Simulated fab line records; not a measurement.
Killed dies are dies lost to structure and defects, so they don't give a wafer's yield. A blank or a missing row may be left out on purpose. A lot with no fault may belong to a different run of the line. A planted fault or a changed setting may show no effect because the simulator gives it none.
Struck lot and sound lot, side by side    flow berkeley cmos170    17 out of 331 route steps
Sound: wafers L913.1, L913.3, L913.5. Wafers struck: L901.3, L901.4, L901.6. The cause comes at the end.
At each step with rows: each side's tool, then ch and its chambers, then its first start. Under that, the readings that differ: sound wafers    struck wafers    difference of the means    sigmas: that difference in standard deviations of wafers without a fault.
alike: same words and numbers on both sides, and readings whose means sit less than 2 such deviations apart. not compared: any withheld reading, any reading some wafer has no value for, any bound like >300 that may hide the same value, and any number with overlapping values for which the record gives no deviation.
The two part at a step that has a row with sigmas, a row that says differs or no value, or rows on one side only. Non-overlapping numbers with no deviation appear without sigmas and do not part them. A reading missing from all wafers of one side parts the sides only when that side holds two or more wafers.

first, 1 step without rows for these wafers: UCB170_CONTACT_SOFTBAKE_05 (time 60 s).
UCB170_CONTACT_STRIP_06: strips in O2.
  sound on plasma asher-01 ch 0, day 11 17:14; struck on plasma asher-01 ch 0,1, day 8 07:37
  alike: drypump motor current A, oes product au, strip time to endpoint s
  not compared: rf hours counter h
then, 1 step without rows for these wafers: UCB170_CONTACT_CLEAN_07 (cleans in SPM, time 600 s).
UCB170_CONTACT_RTA_08: time 10 s.
  sound on rtp anneal-02 ch 0, day 11 17:47; struck on rtp anneal-02 ch 0, day 8 07:53
  alike: lamp power pct, wafer_temp_C_max
then, 6 steps without rows for these wafers: UCB170_CONTACT_COAT_09; UCB170_CONTACT_COAT_10 (resist thk 900 nm); UCB170_CONTACT_SOFTBAKE_11 (time 60 s); UCB170_CONTACT_EXPOSE_12 (exposes mask CONT, target cd 700 nm); UCB170_CONTACT_PEB_13; UCB170_CONTACT_DEVELOP_14 (develop time 45 s).
UCB170_CONTACT_CD_MEAS_15: target cd 700 nm.
  sound on cd sem-02 at day 11 19:07; struck on cd sem-01 at day 8 09:41
  alike: cd nm
UCB170_CONTACT_OVL_MEAS_16:
  sound on overlay-02 at day 11 19:14; struck on overlay-02 at day 8 09:47
  alike: CONTACT_OVL
UCB170_CONTACT_ETCH_17: etches BARC in N2/H2.
  sound on rie diel-04 ch 1,2, day 11 19:16; struck on rie diel-02 ch 0,1,2, day 8 09:48
  no value came back on the struck wafers for any of 5 readings (bias w (W), chamber pressure mTorr (mTorr) and others); on the sound wafers bias w (W) reads 100.3 99.8 100.2
UCB170_CONTACT_ETCH_18: etches PSG in CHF3/CF4/Ar, stops on TiSi2, target depth 840 nm, time 195 s.
  sound on rie diel-04 ch 1,2; struck on rie diel-02 ch 0,1,2
reading                sound              struck             difference  sigmas
oes product au (a.u.)  0.884 0.878 0.875  0.373 0.363 0.365  -0.512      -34
  alike: CHF3_flow_sccm, cf4 flow sccm, drypump motor current A, throttle valve pct
  not compared: rf hours counter h
UCB170_CONTACT_STRIP_19: strips in O2.
  sound on plasma asher-02 ch 0,1, day 11 19:26; struck on plasma asher-04 ch 0,1, day 8 10:00
  alike: drypump motor current A, oes product au
  not compared: rf hours counter h
UCB170_CONTACT_CD_MEAS_90: target cd 700 nm.
  sound on cd sem-02 at day 11 19:32; struck on cd sem-01 at day 8 10:07
reading     sound              struck  difference                     sigmas
cd nm (nm)  698.6 699.1 699.0  - - -   no value on the struck wafers  
then, 1 step without rows for these wafers: UCB170_CONTACT_CLEAN_20 (cleans in SPM, time 600 s).

WHERE THEY PART
First at UCB170_CONTACT_ETCH_17; last, within this record, at UCB170_CONTACT_CD_MEAS_90.

WHY: what the simulator had put in
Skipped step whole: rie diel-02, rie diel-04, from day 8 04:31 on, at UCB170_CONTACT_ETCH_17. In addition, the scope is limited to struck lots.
